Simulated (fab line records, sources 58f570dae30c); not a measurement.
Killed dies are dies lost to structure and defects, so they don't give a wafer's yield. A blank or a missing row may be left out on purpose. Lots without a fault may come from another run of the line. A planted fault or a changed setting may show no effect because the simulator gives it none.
Problem report in the 8D (eight disciplines) form, filled by code | flow berkeley_cmos170 | the parts of the form that need people (team, actions taken, sign-off) are left out

1. THE PROBLEM
developer_temp_C at UCB170_M1_DEVELOP_08 reads a mean of 18.89 C on 9 wafers of 3 lots; wafers without a fault read 20.99 C with a standard deviation of 0.11. That is -19 standard deviations from the usual mean.
The step: develop time 45 s.
First seen on wafer L139.1, day 12 09:00, on litho_track-02. The record holds 45 wafers of 15 lots with a number at this step. Rule for "out", or "out of limits": more than 4 standard deviations from the usual mean. The other wafers with a number count as sound.

2. WHAT IT IS AND WHAT IT IS NOT
question                    | is                     | is not
which readings at this step | developer_temp_C       | -
which lots                  | L137, L139, L140       | L120, L121, L122, L123, L124, L125, L126, L129, L130, L131, L142, L143
which wafers of those lots  | all that have a number | -
read on which tools         | litho_track-02         | litho_track-03
when                        | from day 12 09:00      | up to then (30 sound wafers); but 6 sound wafers of L142, L143 came after

3. SUSPECTS, AND WHAT RULES EACH OUT
Counting: a tool at a process step up to the reading stays a suspect if it ran every lot that is out and no sound lot after the first of them.
- litho_track-02 at UCB170_M1_DEVELOP_08 (develop time 45 s): kept. It ran every lot that is out, first L139 (day 12 09:00), and no sound lot after that; its last sound lot up to then is L130 (day 10 23:00). Its own readings are out on those wafers: developer_temp_C.
Left after counting: litho_track-02 at UCB170_M1_DEVELOP_08.

4. THE CAUSE (what the simulator had put in)
Process parameter drift: litho_track-02, from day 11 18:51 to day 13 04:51, at UCB170_M1_DEVELOP_08. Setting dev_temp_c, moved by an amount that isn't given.
Counting left only this tool.

5. THE CHAIN OF EFFECTS, in route order
Each row: a reading whose mean over the struck wafers that have a number lies more than 3 standard deviations from the usual. Only readings for which the record gives a usual standard deviation are gone through. hours: the time from each lot's start at the first step in this table that gives one to its start at this step, as a median over the lots. sigmas: the change in usual standard deviations.
hours | step                 | reading          | usual   | on struck wafers | change | sigmas
0     | UCB170_M1_DEVELOP_08 | developer_temp_C | 20.99 C | 18.89            | -2.10  | -19
The process steps in it:
- UCB170_M1_DEVELOP_08: develop time 45 s.
Later measuring or inspecting steps at which every struck wafer that the step has a row for has a number for every such reading, and none has moved that far: UCB170_M1_CD_MEAS_90, UCB170_V1_THK_MEAS_01.

6. WHAT WOULD HAVE CAUGHT IT SOONER
In this record the first reading out of limits was taken at day 12 09:00, 14 hours after the fault began at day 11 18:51.
